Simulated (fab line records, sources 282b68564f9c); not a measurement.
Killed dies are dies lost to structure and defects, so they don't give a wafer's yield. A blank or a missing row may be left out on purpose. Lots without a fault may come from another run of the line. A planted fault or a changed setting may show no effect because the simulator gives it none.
A struck lot beside a sound one | flow rit_cmos | 34 steps out of a route of 202
Sound: wafers L828.1, L828.3, L828.4. Struck: wafers L834.3, L834.5, L834.6. The cause comes at the end.
At each step with rows: each side's tool, then ch and its chambers, then its first start. Under that, the readings that differ: sound wafers | struck wafers | difference of the means | sigmas: that difference in standard deviations of wafers without a fault.
alike: readings whose means differ by less than 2 such deviations, and words and numbers that are the same on both sides. not compared: withheld readings, readings that some wafer has no value for, bounds like >300 that may hide the same value, and numbers for which the record gives no deviation and whose values overlap.
The two part at a step that has a row with sigmas, a row that says differs or no value, or rows on one side only. Numbers that don't overlap but have no deviation are shown without sigmas and don't part them. A reading that every wafer of one side lacks parts them only if that side has two wafers or more.

first, 2 steps without rows for these wafers: RIT_SPACER_CLEAN_02 (cleans in SC2, time 600 s); RIT_SPACER_CVD_03 (deposits Si3N4 from SiH2Cl2/NH3, target thk 250 nm, time 3300 s).
RIT_SPACER_THK_MEAS_04:
  sound on film_metro-03, day 5 05:22; struck on film_metro-01, day 6 08:27
  alike: SPACER_NITRIDE_THK
RIT_SPACER_ETCHBACK_05: etches Si3N4 in SF6/CHF3, stops on SiO2, target depth 250 nm, time 240 s.
  sound on rie_diel-02 ch 0,1,2, day 5 05:25; struck on rie_diel-02 ch 1,2,3, day 6 08:29
  alike: drypump_motor_current_A, oes_product_au, throttle_valve_pct
  not compared: rf_hours_counter_h
then, 6 steps without rows for these wafers: RIT_NSD_HMDS_00 (prime time 60 s); RIT_NSD_COAT_01 (resist thk 1000 nm); RIT_NSD_SOFTBAKE_02 (time 60 s); RIT_NSD_EXPOSE_03 (exposes mask M9, target cd 40700 nm); RIT_NSD_PEB_04; RIT_NSD_DEVELOP_05 (develop time 50 s).
RIT_NSD_OVL_MEAS_06:
  sound on overlay-01, day 5 06:25; struck on overlay-02, day 6 09:38
  alike: NSD_OVL
then, 1 step without rows for these wafers: RIT_NSD_HARDBAKE_07 (time 60 s).
RIT_NSD_IMPLANT_08:
  sound on implanter-04 ch 0, day 5 06:37; struck on implanter-03 ch 0, day 6 09:51
  reading            | sound                     | struck                          | difference  | sigmas
  dose_ions_cm2      | 9.996e+14 9.992e+14 1e+15 | 1.1352e+15 1.1367e+15 1.135e+15 | +1.3603e+14 | +99 or more
  faraday_current_uA | 3197 3083 3180            | 3598 3560 3605                  | +434        | +7
RIT_NSD_STRIP_09: strips in O2, time 180 s.
  sound on plasma_asher-03 ch 0,1, day 5 06:46; struck on plasma_asher-02 ch 0,1, day 6 10:01
  alike: drypump_motor_current_A
  not compared: rf_hours_counter_h
RIT_NSD_TW_MEAS_10:
  sound on film_metro-01, day 5 06:56; struck on film_metro-02, day 6 10:09
  reading | sound          | struck         | difference | sigmas
  NSD_TW  | 3125 3134 3126 | 3242 3232 3217 | +102       | +4
then, 6 steps without rows for these wafers: RIT_PSD_HMDS_00 (prime time 60 s); RIT_PSD_COAT_01 (resist thk 1000 nm); RIT_PSD_SOFTBAKE_02 (time 60 s); RIT_PSD_EXPOSE_03 (exposes mask M10, target cd 40900 nm); RIT_PSD_PEB_04; RIT_PSD_DEVELOP_05 (develop time 50 s).
RIT_PSD_OVL_MEAS_06:
  sound on overlay-02, day 5 07:51; struck on overlay-01, day 6 11:03
  alike: PSD_OVL
then, 2 steps without rows for these wafers: RIT_PSD_HARDBAKE_07 (time 60 s); RIT_PSD_IMPLANT_08.
RIT_PSD_STRIP_09: strips in O2, time 180 s.
  sound on plasma_asher-03 ch 0,1, day 5 08:11; struck on plasma_asher-01 ch 0,1, day 6 11:26
  alike: drypump_motor_current_A
  not compared: rf_hours_counter_h
RIT_PSD_TW_MEAS_10:
  sound on film_metro-04, day 5 08:22; struck on film_metro-01, day 6 11:34
  alike: PSD_TW
then, 3 steps without rows for these wafers: RIT_SDANNEAL_CLEAN_00 (cleans in SC1, time 600 s); RIT_SDANNEAL_CLEAN_01 (cleans in dHF, time 30 s); RIT_SDANNEAL_CLEAN_02 (cleans in SC2, time 600 s).
RIT_SDANNEAL_RTA_03: time 5 s.
  sound on rtp_anneal-02 ch 0, day 5 08:48; struck on rtp_anneal-02 ch 0, day 6 12:00
  alike: ramp_up_c_per_s, wafer_temp_C_max
RIT_SDANNEAL_RS_MEAS_04: measures by four-point-probe.
  sound on film_metro-04, day 5 08:52; struck on film_metro-04, day 6 12:05
  alike: PSD_RS
RIT_SDANNEAL_RS_MEAS_05: measures by four-point-probe.
  sound on film_metro-04, day 5 08:59; struck on film_metro-04, day 6 12:12
  reading         | sound             | struck            | difference | sigmas
  NSD_RS (ohm/sq) | 84.44 84.42 84.64 | 76.48 76.38 76.42 | -8.07      | -29
RIT_SDANNEAL_RS_MEAS_06: measures by four-point-probe.
  sound on film_metro-04, day 5 09:06; struck on film_metro-04, day 6 12:19
  alike: PLDD_RS
RIT_M1_PROBE_99:
  sound on prober-01, day 5 16:05; struck on prober-01, day 6 19:50
  reading                               | sound             | struck            | difference | sigmas
  model.etest.contact_nplus.end_ohm_um  | 43.64 43.46 43.08 | 38.12 36.97 37.78 | -5.77      |
  model.etest.nmos_0p15.tox_inv_nm (nm) | 4.495 4.42 4.418  | 4.327 4.31 4.285  | -0.137     |
  alike: killed_at_contacts, killed_at_front_end, killed_dies, killed_open, killed_short

WHERE THEY PART
First at RIT_NSD_IMPLANT_08; last, within this record, at RIT_SDANNEAL_RS_MEAS_05. Later steps at which nothing parts them and some readings are alike: RIT_SDANNEAL_RS_MEAS_06, RIT_M1_PROBE_99.

WHY: what the simulator had put in
Process parameter drift: implanter-03, from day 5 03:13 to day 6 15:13, at RIT_NSD_IMPLANT_08. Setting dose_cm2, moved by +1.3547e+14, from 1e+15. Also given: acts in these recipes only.
